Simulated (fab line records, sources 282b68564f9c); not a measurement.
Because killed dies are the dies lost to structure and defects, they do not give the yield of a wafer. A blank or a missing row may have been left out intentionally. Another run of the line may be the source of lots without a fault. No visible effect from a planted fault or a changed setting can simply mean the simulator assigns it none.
A lot that was struck, set against a sound lot    flow rit-cmos    14 out of 202 route steps
Sound: the wafers L912.1, L912.3, L912.5. Wafers struck: L915.3, L915.4, L915.5. At the end, the cause is stated.
At each step with rows: each side's tool, then ch and its chambers, then its first start. Under that, the readings that differ: sound wafers    struck wafers    difference of the means    sigmas: that difference in standard deviations of wafers without a fault.
alike: readings whose means differ by less than 2 such deviations, and words and numbers that are the same on both sides. not compared: withheld readings, readings that some wafer has no value for, bounds like >300 that may hide the same value, and numbers for which the record gives no deviation and whose values overlap.
The two part at a step that has a row with sigmas, a row that says differs or no value, or rows on one side only. Numbers that don't overlap but have no deviation are shown without sigmas and don't part them. Lack of a reading on every wafer of one side parts them only where that side has two or more wafers.

RIT_PWELL_OVL_MEAS_06:
  struck on overlay-01, day 3 02:29; sound on overlay-01, day 2 08:37
  alike: PWELL_OVL
then, 2 steps without rows for these wafers: RIT_PWELL_HARDBAKE_07 (time 120 s); RIT_PWELL_IMPLANT_08.
RIT_PWELL_STRIP_09: strips in O2, time 180 s.
  sound on plasma-asher-03 ch 0,1, day 2 09:04; struck on plasma-asher-02 ch 0,1, day 3 02:59
  alike: drypump-motor-current-A
  not compared: rf-hours-counter-h
RIT_PWELL_TW_MEAS_10:
  struck on film-metro-02, day 3 03:07; sound on film-metro-02, day 2 09:14
  alike: PWELL_TW
then, 1 step without rows for these wafers: RIT_WELLDRIVE_ANNEAL_00 (time 14700 s).
RIT_WELLDRIVE_RS_MEAS_01: the measuring method here is four-point-probe.
  struck on film-metro-03, day 3 08:48; sound on film-metro-03, day 2 15:38
  alike: NWELL_RS
RIT_WELLDRIVE_RS_MEAS_02: the measuring method here is four-point-probe.
  struck on film-metro-03, day 3 08:55; sound on film-metro-03, day 2 15:45
  alike: PWELL_RS
then, 4 steps without rows for these wafers: RIT_NRETRO_HMDS_00 (prime time 60 s); RIT_NRETRO_COAT_01 (resist thk 1300 nm); RIT_NRETRO_SOFTBAKE_02 (time 60 s); RIT_NRETRO_EXPOSE_03 (exposes mask M4, target cd 43900 nm).
RIT_NRETRO_PEB_04:
  struck on litho-track-01, day 3 09:44; sound on litho-track-01 ch 0, day 2 16:27
reading          sound           struck  difference                     sigmas
exhaust-pa (Pa)  44.4 44.0 44.0  - - -   no value on the struck wafers  
  not compared: chill-plate-temp-C
then, 1 step without rows for these wafers: RIT_NRETRO_DEVELOP_05 (develop time 68 s).

## WHERE THEY PART
Within this record, at RIT_NRETRO_PEB_04 only.

WHY: whatever the simulator had introduced
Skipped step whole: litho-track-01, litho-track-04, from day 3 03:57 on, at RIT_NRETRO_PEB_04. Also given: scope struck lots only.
